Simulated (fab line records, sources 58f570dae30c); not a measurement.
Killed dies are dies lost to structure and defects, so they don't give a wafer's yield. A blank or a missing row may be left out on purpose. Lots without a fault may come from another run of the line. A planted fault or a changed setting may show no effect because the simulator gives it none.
fab line records | flow berkeley_cmos170
record lots=13 wafers=39 last_day=12
route steps=331 shown PSD@181 V2@292 M3@316
lots that met no fault: from a run of the same line without faults
start_h: hours from the record's first day to the start of the lot's first wafer shown | wait_h: hours since the lot's step before | " the same as in the row above | L1.1+2: a row that stands for several wafers | - no value, or no start given | * or withheld: withheld | < > ~ a bound
route shown NAME@n: a module of which the file shows steps, and the number in the route of the first | usual: mean/standard deviation of fault-free wafers | same: alike in all rows | chamber/n: place in a boat | sites: the reading at each site | _std_site: their standard deviation | _edge_site: outer sites' mean less inner sites' | radius_mm: how far each site lies from the wafer's centre | mask NAME#n: copy n | behind: the tool/chamber that last shaped the wafer | hold: why the lot was held/for how many hours/how that ended | device: the transistor (n, p or np) that didn't switch | end of line: the same wafers' tests at the end of the route | a step without rows: its recipe alone | killed: dies lost to structure and defects at the first sort, not the wafer's yield | map: a wafer's dies, x killed, . not, _ none there
set.NAME: the setting as run; set.NAME@STEP: as run at that earlier step | model.NAME: the simulator's own value behind a step, which no gauge read
steps of the route over a sample of lots; a table a step, a row a wafer
services: from which hour (start_h, from the record's first day; less than 0 if before it) a tool's chamber was out of use, for how many hours, and why
## steps
# step UCB170_PSD_CD_MEAS_06
# recipe target_cd_nm=1200
# usual cd_nm=1200.0/1.5
# columns lot.wafer tool chamber start_h wait_h cd_nm
L952.2 cd_sem-01 - 123.18 - 1204.7
L952.3 " - " " 1204.2
L952.6 " - " " 1203.0
L953.1 cd_sem-02 - 133.58 - 1199.9
L953.2 " - " " 1198.8
L953.4 " - " " 1199.7
L956.3 cd_sem-01 - 149.14 - 1202.1
L956.4 " - " " 1202.2
L956.6 " - " " 1201.8
L957.2 cd_sem-01 - 163.29 - 1199.5
L957.3 " - " " 1198.5
L957.4 " - " " 1200.5
L959.3 cd_sem-02 - 163.55 - 1198.7
L959.4 " - " " 1198.0
L959.5 " - " " 1201.4
L963.2 cd_sem-02 - 194.85 - 1199.8
L963.4 " - " " 1200.4
L963.5 " - " " 1200.3
L962.2 cd_sem-01 - 195.09 - 1201.6
L962.4 " - " " 1199.9
L962.5 " - " " 1201.2
L965.1 cd_sem-02 - 200.30 - 1200.3
L965.4 " - " " 1201.6
L965.5 " - " " 1201.9
L964.3 cd_sem-01 - 200.41 - 1200.2
L964.5 " - " " 1201.8
L964.6 " - " " 1202.9
L966.3 cd_sem-01 - 209.35 - 1196.7
L966.4 " - " " 1198.3
L966.6 " - " " 1198.5
L968.2 cd_sem-01 - 209.66 - 1199.9
L968.3 " - " " 1199.4
L968.5 " - " " 1199.6
L969.1 cd_sem-02 - 234.66 - 1201.1
L969.5 " - " " 1201.7
L969.6 " - " " 1201.2
L974.1 cd_sem-02 - 249.27 - 1199.3
L974.4 " - " " 1197.7
L974.5 " - " " 1198.2
# step UCB170_V2_CVD_00
# recipe material=SiO2 target_thk_nm=2000 temp_c=390 precursor=TEOS/O2 time_s=250 rf_w=550 pressure_mtorr=9000
# usual heater_power_w=259/71 run_length_s=277.5/0.49
# columns lot.wafer tool chamber start_h wait_h heater_power_w run_length_s since_wet_clean_h
L952.2 pecvd-04 1 146.24 0.1 368 276.5 225
L952.3 " 1 " " 288 276.8 -
L952.6 " 0 " " 277 277.5 -
L953.1 pecvd-02 1 157.83 0.1 244 278.8 129
L953.2 " 0 " " 354 278.0 129
L953.4 " 1 " " 189 278.2 -
L956.3 pecvd-04 1 171.44 0.1 338 276.8 250
L956.4 " 1 " " 394 277.3 -
L956.6 " 0 " " 207 277.3 -
L959.3 pecvd-02 1 181.44 0.1 255 278.1 153
L959.4 " 1 " " 190 278.5 -
L959.5 " 0 " " 315 277.5 -
L957.2 pecvd-01 2 181.50 0.1 250 277.4 32
L957.3 " 1 " " 232 277.3 32
L957.4 " 2 " " 168 277.5 -
L963.2 pecvd-04 2 215.57 0.1 225 278.5 294
L963.4 " 2 " " 171 277.4 -
L963.5 " 1 " " 394 277.0 -
L962.2 pecvd-02 0 216.09 0.1 320 277.8 188
L962.4 " 0 " " 405 278.3 -
L962.5 " 2 " " 207 276.9 -
L964.3 pecvd-01 1 221.16 0.1 285 277.7 72
L964.5 " 0 " " 333 277.7 -
L964.6 " 1 " " 203 276.9 -
L965.1 pecvd-04 2 221.44 0.1 198 278.0 300
L965.4 " 1 " " 283 276.5 -
L965.5 " 2 " " 244 277.3 -
L966.3 pecvd-02 2 229.97 0.1 186 277.0 202
L966.4 " 1 " " 192 278.1 -
L966.6 " 2 " " 220 277.0 -
L968.2 pecvd-01 1 231.61 0.1 290 277.1 82
L968.3 " 0 " " 328 277.6 82
L968.5 " 0 " " 234 277.9 -
L969.1 pecvd-02 0 257.67 0.1 402 374.8 229
L969.5 " 2 " " 215 277.3 -
L969.6 " 0 " " 386 374.7 -
L974.1 pecvd-01 2 277.05 0.1 198 277.8 128
L974.4 " 0 " " 309 278.3 -
L974.5 " 1 " " 203 277.2 -
# step UCB170_V2_THK_MEAS_01
# recipe reads=SiO2_of_V2_CVD_00
# usual V2_TEOS_THK=1993/26
# columns lot.wafer tool chamber start_h wait_h V2_TEOS_THK[nm]
L952.2 film_metro-02 - 146.48 0.2 1983
L952.3 " - " " 1997
L952.6 " - " " 2007
L953.1 film_metro-03 - 157.98 0.1 1912
L953.2 " - " " 1935
L953.4 " - " " 1962
L956.3 film_metro-01 - 171.61 0.1 1995
L956.4 " - " " 2000
L956.6 " - " " 2002
L959.3 film_metro-03 - 181.62 0.1 2019
L959.4 " - " " 2016
L959.5 " - " " 2009
L957.2 film_metro-02 - 181.66 0.1 2006
L957.3 " - " " 2001
L957.4 " - " " 2044
L963.2 film_metro-02 - 215.73 0.1 1969
L963.4 " - " " 1996
L963.5 " - " " 1986
L962.2 film_metro-02 - 216.25 0.1 1954
L962.4 " - " " 2003
L962.5 " - " " 1995
L964.3 film_metro-01 - 221.34 0.1 1987
L964.5 " - " " 2044
L964.6 " - " " 2020
L965.1 film_metro-03 - 221.59 0.1 1960
L965.4 " - " " 1980
L965.5 " - " " 1989
L966.3 film_metro-01 - 230.15 0.1 2005
L966.4 " - " " 1999
L966.6 " - " " 2043
L968.2 film_metro-02 - 231.77 0.1 1981
L968.3 " - " " 1970
L968.5 " - " " 2017
L969.1 film_metro-01 - 257.90 0.2 2759
L969.5 " - " " 2003
L969.6 " - " " 2811
L974.1 film_metro-03 - 277.20 0.1 1975
L974.4 " - " " 2005
L974.5 " - " " 1996
# step UCB170_M3_STRIP_07
# recipe chemistry=O2 power_w=400 pressure_mtorr=3500 platen_temp_c=withheld o2_flow_sccm=400 overash_fraction=0.5
# usual chamber_pressure_mTorr=3499.9/3 drypump_motor_current_A=6.1/0.53 oes_product_au=0.735/0.0045 strip_time_to_endpoint_s=21.98/0.065
# columns lot.wafer tool chamber start_h wait_h chamber_pressure_mTorr drypump_motor_current_A oes_product_au rf_hours_counter_h strip_time_to_endpoint_s
L952.2 plasma_asher-03 1 150.71 0.1 3500.6 6.8 0.729 44 22.00
L952.3 " 0 " " 3495.6 6.3 0.737 - 21.99
L952.6 " 0 " " 3502.0 6.3 0.729 - 21.99
L953.1 plasma_asher-03 0 161.12 0.1 3498.9 6.3 0.734 45 21.97
L953.2 " 1 " " 3496.0 6.7 0.728 45 22.01
L953.4 " 1 " " 3501.4 6.8 0.735 - 22.02
L956.3 plasma_asher-03 1 174.69 0.1 3497.4 6.8 0.739 - 21.93
L956.4 " 0 " " 3496.6 6.3 0.719 - 21.95
L956.6 " 0 " " 3500.5 6.3 0.739 - 21.94
L959.3 plasma_asher-01 1 184.91 0.1 3496.6 5.8 0.738 - 22.18
L959.4 " 0 " " 3503.8 5.2 0.734 - 22.14
L959.5 " 1 " " 3501.8 5.9 0.738 - 22.00
L957.2 plasma_asher-03 0 185.00 0.1 3497.0 6.3 0.744 48 22.05
L957.3 " 1 " " 3504.8 6.8 0.734 - 21.99
L957.4 " 0 " " 3500.4 6.2 0.730 - 22.07
L963.2 plasma_asher-01 1 219.07 0.1 3502.4 5.8 0.739 52 22.05
L963.4 " 0 " " 3498.3 5.2 0.730 - 22.05
L963.5 " 1 " " 3501.3 5.8 0.737 - 21.98
L962.2 plasma_asher-01 1 219.38 0.1 3496.9 5.8 0.740 52 21.96
L962.4 " 0 " " 3497.4 5.2 0.738 - 21.99
L962.5 " 1 " " 3500.3 5.8 0.734 - 21.98
L964.3 plasma_asher-03 0 224.50 0.1 3502.9 6.2 0.734 - 22.00
L964.5 " 1 " " 3495.6 6.7 0.732 - 21.94
L964.6 " 0 " " 3494.4 6.2 0.734 - 21.96
L965.1 plasma_asher-03 1 225.61 0.1 3498.0 6.7 0.735 52 22.00
L965.4 " 1 " " 3498.4 6.8 0.739 - 22.05
L965.5 " 0 " " 3499.6 6.3 0.723 - 21.92
L966.3 plasma_asher-02 1 233.05 0.1 3502.3 6.2 0.743 - 21.94
L966.4 " 0 " " 3493.3 5.8 0.740 - 21.94
L966.6 " 0 " " 3501.1 5.8 0.735 - 22.04
L968.2 plasma_asher-02 0 235.38 0.1 3497.2 5.9 0.737 12 21.92
L968.3 " 0 " " 3499.6 5.9 0.735 - 21.99
L968.5 " 0 " " 3503.0 5.9 0.728 - 22.00
L969.1 plasma_asher-03 1 262.26 0.1 3496.1 6.8 0.739 56 22.04
L969.5 " 0 " " 3498.5 6.3 0.731 - 22.08
L969.6 " 1 " " 3503.9 6.7 0.739 - 22.05
L974.1 plasma_asher-02 1 280.89 0.1 3502.5 6.2 0.734 17 22.04
L974.4 " 1 " " 3502.6 6.1 0.733 - 22.00
L974.5 " 1 " " 3504.8 6.1 0.737 - 21.99
# step UCB170_M3_CD_MEAS_90
# recipe target_cd_nm=700
# usual cd_nm=700.9/2.8
# columns lot.wafer tool chamber start_h wait_h cd_nm
L952.2 cd_sem-02 - 152.65 0.1 699.3
L952.3 " - " " 700.0
L952.6 " - " " 699.7
L953.1 cd_sem-02 - 162.96 0.1 701.3
L953.2 " - " " 702.9
L953.4 " - " " 704.2
L956.3 cd_sem-02 - 176.74 0.1 702.9
L956.4 " - " " 699.9
L956.6 " - " " 702.1
L959.3 cd_sem-02 - 187.04 0.1 705.0
L959.4 " - " " 706.2
L959.5 " - " " 706.2
L957.2 cd_sem-01 - 187.10 0.1 704.4
L957.3 " - " " 701.8
L957.4 " - " " 699.7
L963.2 cd_sem-02 - 221.40 0.1 704.2
L963.4 " - " " 702.4
L963.5 " - " " 703.6
L962.2 cd_sem-02 - 221.67 0.1 697.4
L962.4 " - " " 700.8
L962.5 " - " " 697.2
L964.3 cd_sem-01 - 227.61 0.1 702.0
L964.5 " - " " 702.4
L964.6 " - " " 701.0
L965.1 cd_sem-01 - 228.27 0.1 704.1
L965.4 " - " " 703.5
L965.5 " - " " 703.7
L966.3 cd_sem-01 - 235.88 0.1 705.2
L966.4 " - " " 701.1
L966.6 " - " " 699.7
L968.2 cd_sem-02 - 237.01 0.1 697.9
L968.3 " - " " 698.0
L968.5 " - " " 695.9
L969.1 cd_sem-02 - 264.25 0.1 701.9
L969.5 " - " " 701.0
L969.6 " - " " 703.0
L974.1 cd_sem-02 - 282.90 0.1 695.9
L974.4 " - " " 697.9
L974.5 " - " " 698.8
## services
# columns tool chamber start_h hours kind
pecvd-04 - 124.34 6.0 pm
pecvd-02 0 129.40 1.9 repair
pecvd-04 2 133.05 14.0 repair
pecvd-01 - 135.50 14.0 pm
pecvd-01 0 135.50 14.0 vent_cycle
pecvd-01 1 135.50 14.0 vent_cycle
pecvd-01 2 135.50 14.0 vent_cycle
pecvd-01 - 143.61 0.8 repair
pecvd-01 0 149.50 - clean
pecvd-01 1 149.50 - clean
pecvd-01 2 149.50 - clean
plasma_asher-02 - 163.56 12.4 repair
plasma_asher-01 - 169.20 2.8 pm
pecvd-04 - 187.55 1.6 repair
pecvd-04 0 190.95 6.6 repair
plasma_asher-03 - 192.85 1.3 repair
plasma_asher-01 - 195.90 1.2 repair
plasma_asher-03 - 218.75 5.6 repair
plasma_asher-01 - 239.30 0.8 repair
plasma_asher-02 - 239.67 2.8 pm
pecvd-02 - 247.21 1.2 repair
plasma_asher-01 - 269.84 0.6 repair
pecvd-04 - 274.60 5.5 pm
## key
first_sign step=UCB170_V2_CVD_00 reading=run_length_s direction=up sigmas=99+ usual=* struck=*
effect step=UCB170_V2_THK_MEAS_01 reading=V2_TEOS_THK direction=up sigmas=30 usual=1993 struck=2785
met_at UCB170_V2_CVD_00
struck_lots L969
struck_wafers L969.1,L969.6
not_acting_at UCB170_PSD_CD_MEAS_06,UCB170_M3_STRIP_07,UCB170_M3_CD_MEAS_90
onset_between 216.09 257.67
fault kind=process_parameter_drift tool=pecvd-02 chamber=0 onset_h=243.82 steps=UCB170_V2_CVD_00 channel=time_s offset=* shape=step end_h=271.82 acts_in=* stated=*
